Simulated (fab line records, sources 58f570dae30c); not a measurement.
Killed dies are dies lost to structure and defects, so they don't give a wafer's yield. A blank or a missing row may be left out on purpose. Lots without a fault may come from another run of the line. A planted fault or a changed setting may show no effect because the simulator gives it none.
Which tool did it? | flow berkeley_cmos170 | 15 lots, 45 wafers sampled, at 3 steps of a route of 331

WHAT THE GAUGES READ, wafer by wafer
UCB170_CONTACT_CD_MEAS_90: target cd 700 nm.
lot  | measured     | on        | cd_nm (nm)
L116 | day 7 17:14  | cd_sem-02 | 701.7 701.6 699.7
L121 | day 8 15:26  | cd_sem-01 | 697.7 698.0 698.2
L118 | day 8 15:33  | cd_sem-02 | 699.0 700.0 699.3
L120 | day 8 15:48  | cd_sem-01 | 696.9 699.7 699.9
L123 | day 9 13:31  | cd_sem-01 | 700.9 701.5 701.6
L124 | day 9 13:59  | cd_sem-01 | 699.6 699.7 700.5
L125 | day 9 15:28  | cd_sem-02 | 698.8 697.5 699.5
L122 | day 9 15:58  | cd_sem-01 | 697.0 698.4 700.3
L127 | day 9 23:33  | cd_sem-01 | 697.5 697.1 698.0
L126 | day 10 00:15 | cd_sem-02 | 699.6 701.2 701.7
L129 | day 10 00:29 | cd_sem-01 | 699.5 697.5 698.8
L135 | day 12 03:16 | cd_sem-02 | 698.8 698.0 699.1
L139 | day 12 13:42 | cd_sem-02 | 701.1 701.9 701.9
L138 | day 12 13:47 | cd_sem-01 | 700.1 698.8 697.8
L137 | day 12 14:18 | cd_sem-02 | 700.9 702.0 702.2

UCB170_V1_CD_MEAS_90: target cd 700 nm.
lot  | measured     | on        | cd_nm (nm)
L116 | day 8 01:07  | cd_sem-02 | 699.2 698.4 696.8
L121 | day 8 23:25  | cd_sem-02 | 701.3 700.2 698.5
L118 | day 8 23:41  | cd_sem-02 | 699.6 698.4 698.5
L120 | day 8 23:07  | cd_sem-01 | 701.3 701.5 701.1
L123 | day 9 19:45  | cd_sem-01 | 699.3 701.2 700.2
L124 | day 9 21:43  | cd_sem-02 | 699.0 700.0 700.9
L125 | day 9 21:55  | cd_sem-01 | 698.2 698.8 696.6
L122 | day 9 23:23  | cd_sem-02 | 698.5 701.1 699.6
L127 | day 10 06:52 | cd_sem-01 | 699.1 700.5 698.8
L126 | day 10 07:07 | cd_sem-02 | 700.4 700.9 701.7
L129 | day 10 07:08 | cd_sem-01 | 699.4 701.3 701.5
L135 | day 12 11:07 | cd_sem-01 | 699.1 697.4 699.1
L139 | day 12 20:23 | cd_sem-01 | 699.2 699.7 700.3
L138 | day 12 22:14 | cd_sem-01 | 701.8 700.6 701.2
L137 | day 12 22:16 | cd_sem-02 | 698.6 697.2 696.9

WHICH TOOL RAN EACH LOT (tool, then ch and the chambers of the sampled wafers, then the start)
lot  | UCB170_CONTACT_STRIP_19
L116 | plasma_asher-02 ch 0,1, day 7 17:08
L121 | plasma_asher-02 ch 0,1, day 8 15:20
L118 | plasma_asher-01 ch 0,1, day 8 15:26
L120 | plasma_asher-03 ch 0,1, day 8 15:42
L123 | plasma_asher-01 ch 0,1, day 9 13:25
L124 | plasma_asher-02 ch 0,1, day 9 13:52
L125 | plasma_asher-03 ch 0,1, day 9 15:21
L122 | plasma_asher-02 ch 0,1, day 9 15:52
L127 | plasma_asher-02 ch 1, day 9 23:26
L126 | plasma_asher-01 ch 0,1, day 10 00:09
L129 | plasma_asher-02 ch 0,1, day 10 00:23
L135 | plasma_asher-03 ch 0,1, day 12 03:10
L139 | plasma_asher-01 ch 0, day 12 13:32
L138 | plasma_asher-02 ch 0,1, day 12 13:41
L137 | plasma_asher-01 ch 0,1, day 12 14:12
- UCB170_CONTACT_STRIP_19: strips in O2.

WHAT THE TOOLS THEMSELVES READ (means of the sampled wafers that have a number; where no wafer has one, the mark that the record gives instead)
UCB170_CONTACT_STRIP_19.
lot  | tool            | drypump_motor_current_A (A) | o2_flow_sccm (sccm) | oes_product_au (a.u.)
L116 | plasma_asher-02 | 6.0                         | 399.6               | 0.725
L121 | plasma_asher-02 | 5.4                         | 400.5               | 0.727
L118 | plasma_asher-01 | 5.8                         | 400.9               | 0.724
L120 | plasma_asher-03 | 5.7                         | 400.2               | 0.724
L123 | plasma_asher-01 | 5.8                         | 401.0               | 0.727
L124 | plasma_asher-02 | 5.4                         | 400.0               | 0.728
L125 | plasma_asher-03 | 5.8                         | 401.3               | 0.728
L122 | plasma_asher-02 | 5.4                         | 399.6               | 0.729
L127 | plasma_asher-02 | 6.6                         | 399.8               | 0.728
L126 | plasma_asher-01 | 5.8                         | 399.6               | 0.720
L129 | plasma_asher-02 | 6.0                         | 399.3               | 0.730
L135 | plasma_asher-03 | 5.7                         | 400.3               | 0.728
L139 | plasma_asher-01 | 5.8                         | 400.5               | 0.728
L138 | plasma_asher-02 | 6.0                         | 400.5               | 0.727
L137 | plasma_asher-01 | 5.8                         | 399.9               | 0.723

THE ANSWER, worked out from the rows above alone
Rule: what is usual is taken from the lots themselves. Put in order of their means at a reading, lots are off if they are a third of the lots or fewer, leave a main group of 4 or more, and stand apart from it by a gap of 3 or more times the standard deviation of the main group's means; of several such gaps the widest counts. A main group whose means are all the same, to the digits that the tables above print for the reading, isn't used. A lot without any number at a reading at which 4 lots or more have one is off too. The other lots that the step has rows for count as sound. The gauges are gone through in route order, then the tools' own readings, and for those a lot's mean is taken as printed above. The first step at which some lot is off is used, and at that step the reading that is off furthest; a lot without a number counts as furthest.
No lot is off at any reading shown: from this, nothing can be told.

WHAT THE SIMULATOR HAD PUT IN
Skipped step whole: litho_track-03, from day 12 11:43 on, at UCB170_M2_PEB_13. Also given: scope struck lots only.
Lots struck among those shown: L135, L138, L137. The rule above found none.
